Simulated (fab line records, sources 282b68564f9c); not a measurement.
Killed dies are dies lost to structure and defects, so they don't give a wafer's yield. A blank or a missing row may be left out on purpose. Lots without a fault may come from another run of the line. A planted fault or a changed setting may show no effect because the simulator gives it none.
Problem report in the 8D (eight disciplines) form, filled by code | flow rit_cmos | the parts of the form that need people (team, actions taken, sign-off) are left out

1. THE PROBLEM
run_length_s at RIT_REOX_CLEAN_00 reads a mean of 546 s on 6 wafers of 2 lots; wafers without a fault read 628 s with a standard deviation of 3.7. That is -22 standard deviations from the usual mean.
The step: cleans in SC1, time 600 s.
First seen on wafer L191.4, day 6 09:23, on wet_bench-01. The record holds 42 wafers of 14 lots with a number at this step. Rule for "out", or "out of limits": more than 4 standard deviations from the usual mean. The other wafers with a number count as sound.

2. WHAT IT IS AND WHAT IT IS NOT
question                    | is                     | is not
which readings at this step | run_length_s           | bath_heat_duty_pct
which lots                  | L191, L194             | L174, L175, L177, L178, L179, L182, L184, L185, L192, L195, L196, L197
which wafers of those lots  | all that have a number | -
read on which tools         | wet_bench-01           | wet_bench-02, wet_bench-04
when                        | from day 6 09:23       | up to then (24 sound wafers); but 12 sound wafers of L192, L195, L196, L197 came after

3. SUSPECTS, AND WHAT RULES EACH OUT
Counting: a tool at a process step up to the reading stays a suspect if it ran every lot that is out and no sound lot after the first of them.
- wet_bench-01 at RIT_REOX_CLEAN_00 (cleans in SC1, time 600 s): ruled out as a lasting fault. Sound lots L195, L196 ran on it after its first lot that is out, L191 (day 6 09:23).
Left after counting: nothing in the record.

4. THE CAUSE (what the simulator had put in)
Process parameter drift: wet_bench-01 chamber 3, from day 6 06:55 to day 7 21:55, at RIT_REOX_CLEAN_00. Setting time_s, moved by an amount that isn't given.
Counting ruled it out, wrongly.

5. THE CHAIN OF EFFECTS, in route order
Each row: a reading whose mean over the struck wafers that have a number lies more than 3 standard deviations from the usual. Only readings for which the record gives a usual standard deviation are gone through. hours: the time from each lot's start at the first step in this table that gives one to its start at this step, as a median over the lots. sigmas: the change in usual standard deviations.
hours | step              | reading      | usual | on struck wafers | change | sigmas
0     | RIT_REOX_CLEAN_00 | run_length_s | 628 s | 546              | -82    | -22
The process steps in it:
- RIT_REOX_CLEAN_00: cleans in SC1, time 600 s.

6. WHAT WOULD HAVE CAUGHT IT SOONER
In this record the first reading out of limits was taken at day 6 09:23, 2 hours after the fault began at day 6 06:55.
